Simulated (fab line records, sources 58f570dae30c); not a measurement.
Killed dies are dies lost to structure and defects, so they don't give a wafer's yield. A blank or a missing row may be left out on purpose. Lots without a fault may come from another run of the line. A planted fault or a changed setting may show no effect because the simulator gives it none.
Which tool did it? | flow berkeley_cmos170 | 6 lots, 18 wafers sampled, at 2 steps of a route of 331

WHAT THE GAUGES READ, wafer by wafer
UCB170_M1_RS_MEAS_01: measures by four-point-probe.
lot  | measured     | on            | M1_AL_RS (ohm/sq)
L988 | day 7 23:27  | film_metro-02 | 0.0484 0.0483 0.0483
L994 | day 8 12:40  | film_metro-02 | 0.0481 0.0479 0.0535
L998 | day 10 03:41 | film_metro-02 | 0.0490 0.0482 0.0495
L104 | day 10 18:57 | film_metro-02 | 0.0484 0.0483 0.0489
L106 | day 11 07:34 | film_metro-01 | 0.0486 0.0490 0.0486
L109 | day 12 01:58 | film_metro-02 | 0.0482 0.0496 0.0491

WHICH TOOL RAN EACH LOT (tool, then ch and the chambers of the sampled wafers, then the start)
lot  | UCB170_M1_SPUTTER_00
L988 | pvd_sputter-04, day 7 23:23
L994 | pvd_sputter-03, day 8 12:36
L998 | pvd_sputter-01, day 10 03:38
L104 | pvd_sputter-04, day 10 18:51
L106 | pvd_sputter-01, day 11 07:29
L109 | pvd_sputter-03, day 12 01:52
- UCB170_M1_SPUTTER_00: material Al, target thk 600 nm, time 80 s.

THE ANSWER, worked out from the rows above alone
Rule: what is usual is taken from the lots themselves. Put in order of their means at a reading, lots are off if they are a third of the lots or fewer, leave a main group of 4 or more, and stand apart from it by a gap of 3 or more times the standard deviation of the main group's means; of several such gaps the widest counts. A main group whose means are all the same, to the digits that the tables above print for the reading, isn't used. A lot without any number at a reading at which 4 lots or more have one is off too. The other lots that the step has rows for count as sound.
Off: L994, at UCB170_M1_RS_MEAS_01 (M1_AL_RS). The main group: mean 0.0487 ohm/sq, standard deviation 0.00023.
A tool fits if, at a process step before that reading, it ran every lot that is off, and no sound lot after the first of them. The gauges at UCB170_M1_RS_MEAS_01 are tried like those tools. None of those tried fits.

WHAT THE SIMULATOR HAD PUT IN
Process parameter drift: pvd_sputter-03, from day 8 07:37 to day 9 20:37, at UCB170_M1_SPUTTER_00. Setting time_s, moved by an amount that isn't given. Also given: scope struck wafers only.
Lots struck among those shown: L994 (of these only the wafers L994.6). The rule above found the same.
